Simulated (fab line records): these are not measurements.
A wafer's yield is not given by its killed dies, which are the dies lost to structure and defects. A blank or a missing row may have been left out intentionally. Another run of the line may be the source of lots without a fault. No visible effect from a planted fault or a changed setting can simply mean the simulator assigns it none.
The tool behind it: which one?	flow rit cmos	14 lots, 42 wafers sampled, at 1 step of a route of 202

WHAT THE GAUGES SHOWED, per wafer
Not one reading of a measure or inspect step in the record can be checked against a usual standard deviation.

WHICH TOOL RAN EACH LOT (tool, then ch and the chambers of the sampled wafers, then the start)
lot	RIT_SILICIDE_RTA_06
L915	rtp anneal-02 ch 0, day 3 03:43
L916	rtp anneal-01 ch 0, day 3 08:09
L917	rtp anneal-02 ch 0, day 3 11:42
L918	rtp anneal-01 ch 0, day 3 18:09
L921	rtp anneal-02 ch 0, day 4 08:38
L922	rtp anneal-01 ch 0, day 4 12:32
L923	rtp anneal-02 ch 0, day 4 19:46
L924	rtp anneal-01 ch 0, day 5 02:34
L925	rtp anneal-01 ch 0, day 5 10:13
L926	rtp anneal-01 ch 0, day 5 10:20
L930	rtp anneal-01 ch 0, day 6 06:07
L932	rtp anneal-01 ch 0, day 6 18:41
L934	rtp anneal-01 ch 0, day 7 02:26
L937	rtp anneal-02 ch 0, day 7 17:31
- RIT_SILICIDE_RTA_06: time 10 s, ramp up 5 s, ramp down 10 s.

AS READ BY THE TOOLS THEMSELVES (means over the sampled wafers that have a number; for cases with no such wafer, the mark the record gives instead)
RIT_SILICIDE_RTA_06. Usual: chamber o2 ppm 2.000, standard deviation 0.023; wafer_temp_C_max 752.9, standard deviation 0.72.
lot	tool	chamber o2 ppm	wafer_temp_C_max	flag
L915	rtp anneal-02	2.019	752.2	
L916	rtp anneal-01	1.989	752.9	
L917	rtp anneal-02	1.998	752.5	
L918	rtp anneal-01	1.990	753.4	
L921	rtp anneal-02	2.014	752.9	
L922	rtp anneal-01	2.013	753.4	
L923	rtp anneal-02	2.023	752.4	
L924	rtp anneal-01	2.008	753.2	
L925	rtp anneal-01	2.009	753.7	
L926	rtp anneal-01	2.021	754.2	
L930	rtp anneal-01	2.013	753.0	
L932	rtp anneal-01	2.017	693.2	OFF
L934	rtp anneal-01	2.002	693.3	OFF
L937	rtp anneal-02	2.001	752.0	

THE ANSWER, worked out from the rows above alone
Rule: lot off if the mean of its wafers having a number is beyond 3 standard deviations from the usual mean. Also off: a lot with no number at a reading for which 4 or more lots have one. Any other lot the step has rows for is counted as sound. Order of review: gauges by route order, followed by the tools' own readings, for which a lot's mean as printed above is used. The first step at which some lot is off is used, and at that step the reading that is off furthest; a lot without a number counts as furthest.
Off: L932, L934, at RIT_SILICIDE_RTA_06 (wafer_temp_C_max).
If a tool, at that step or one of the process steps before it, ran each lot that is off and ran no sound lot following the first of them, it fits. One fits: RIT_SILICIDE_RTA_06 on rtp anneal-01. A fault onset in the window from L930 (day 6 06:07, its last sound lot) to L932 (day 6 18:41, its first lot off) fits.
On the lots that are off, the tool's own readings at RIT_SILICIDE_RTA_06 differ by more than 5 times the standard deviation of the sound lots' means, which bears it out; wafer_temp_C_max reads 693.2 there versus 753.0 on the sound lots.

WHAT WAS PUT IN BY THE SIMULATOR
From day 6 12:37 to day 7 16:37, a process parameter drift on rtp anneal-01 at RIT_SILICIDE_RTA_06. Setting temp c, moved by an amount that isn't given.
Shown lots that were struck: L932, L934. The rule given above showed the same thing.
